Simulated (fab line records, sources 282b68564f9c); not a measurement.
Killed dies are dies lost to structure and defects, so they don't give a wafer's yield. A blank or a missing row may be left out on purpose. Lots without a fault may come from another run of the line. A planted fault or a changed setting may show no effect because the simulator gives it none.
Tool commonality check | flow rit_cmos | 15 lots, 45 wafers sampled

WHY IT WAS OPENED
At RIT_ACTIVE_CD_MEAS_11 the reading cd_nm is flagged on 3 of 15 lots. Wafers without a fault read 1399.6 nm, standard deviation 2.2.
Rule: a lot is flagged when every wafer of it that has a number lies more than 4 standard deviations from that mean, or none has a number. The other lots count as sound.

lot  | measured    | on        | cd_nm (nm), wafer by wafer | flag
L569 | day 1 20:28 | cd_sem-02 | 1396.9 1400.3 1398.8       |
L571 | day 2 06:11 | cd_sem-01 | 1400.3 1401.9 1401.0       |
L572 | day 2 11:08 | cd_sem-02 | 1403.3 1400.1 1402.4       |
L573 | day 2 16:51 | cd_sem-02 | 1399.9 1400.1 1400.1       |
L575 | day 3 03:25 | cd_sem-01 | 1401.2 1400.5 1400.2       |
L580 | day 4 03:31 | cd_sem-02 | 1425.1 1424.4 1428.0       | FLAGGED
L581 | day 4 08:40 | cd_sem-02 | 1426.2 1426.2 1425.5       | FLAGGED
L582 | day 4 13:26 | cd_sem-02 | 1419.5 1420.8 1420.9       | FLAGGED
L584 | day 4 22:36 | cd_sem-01 | 1400.8 1399.8 1400.3       |
L585 | day 5 03:47 | cd_sem-02 | 1396.2 1398.2 1398.4       |
L586 | day 5 09:40 | cd_sem-02 | 1398.5 1398.5 1400.7       |
L587 | day 5 13:38 | cd_sem-01 | 1402.3 1401.3 1403.3       |
L589 | day 5 23:47 | cd_sem-01 | 1395.1 1398.9 1397.1       |
L590 | day 6 05:24 | cd_sem-01 | 1399.3 1396.7 1400.4       |
L591 | day 6 09:29 | cd_sem-02 | 1397.2 1398.9 1398.5       |
The numbers of the flagged lots are 1424.1 nm on average: +24.5 nm against the usual, or +11 standard deviations.

WHICH TOOL RAN EACH LOT
The record holds 1 process step before the reading, out of a route of 202 steps. In each cell: the tool, then ch and the chambers that the sampled wafers went through, then the start.
lot  | flag    | RIT_ACTIVE_COAT_06
L569 |         | litho_track-02 ch 0, day 1 19:29
L571 |         | litho_track-04 ch 0, day 2 05:22
L572 |         | litho_track-04 ch 0, day 2 10:19
L573 |         | litho_track-01 ch 0, day 2 15:59
L575 |         | litho_track-01 ch 0, day 3 02:44
L580 | FLAGGED | litho_track-04 ch 0, day 4 02:41
L581 | FLAGGED | litho_track-04 ch 0, day 4 07:51
L582 | FLAGGED | litho_track-04 ch 0, day 4 12:45
L584 |         | litho_track-02 ch 0, day 4 21:47
L585 |         | litho_track-01 ch 0, day 5 03:05
L586 |         | litho_track-01 ch 0, day 5 08:47
L587 |         | litho_track-02 ch 0, day 5 12:44
L589 |         | litho_track-01 ch 0, day 5 22:58
L590 |         | litho_track-02 ch 0, day 6 04:39
L591 |         | litho_track-01 ch 0, day 6 08:47
What these steps do:
- RIT_ACTIVE_COAT_06: resist thk 1000 nm.
- RIT_ACTIVE_CD_MEAS_11: target cd 1400 nm.

FLAGGED OVER TOTAL, TOOL BY TOOL (the gauges that took the reading come last)
step                  | tool           | lots run | flagged | share of the flagged lots | sound lots run after its first flagged lot
RIT_ACTIVE_COAT_06    | litho_track-01 | 6        | 0       | none                      | -
RIT_ACTIVE_COAT_06    | litho_track-02 | 4        | 0       | none                      | -
RIT_ACTIVE_COAT_06    | litho_track-04 | 5        | 3       | all                       | 0
RIT_ACTIVE_CD_MEAS_11 | cd_sem-01      | 6        | 0       | none                      | -
RIT_ACTIVE_CD_MEAS_11 | cd_sem-02      | 9        | 3       | all                       | 3 (L585,L586,L591)

WHAT THE TABLE ALLOWS
2 rows of the table ran every flagged lot: litho_track-04 at RIT_ACTIVE_COAT_06, cd_sem-02 at RIT_ACTIVE_CD_MEAS_11.
- litho_track-04 at RIT_ACTIVE_COAT_06: 3 of its 5 lots flagged. Its last sound lot is L572 (day 2 10:19), its first flagged lot L580 (day 4 02:41): a fault that began between those two fits.
- cd_sem-02 at RIT_ACTIVE_CD_MEAS_11: 3 of its 9 lots flagged. Sound lots ran on it after the first flagged one (L585, L586, L591), which a lasting fault on the whole tool wouldn't allow.
One tool is left: litho_track-04 at RIT_ACTIVE_COAT_06.

WHAT THE SIMULATOR HAD PUT IN
Process parameter drift: litho_track-04, from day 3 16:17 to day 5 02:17, at RIT_ACTIVE_COAT_06. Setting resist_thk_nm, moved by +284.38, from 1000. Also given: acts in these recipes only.
Lots struck among those shown: L580, L581, L582. The rule above found the same.
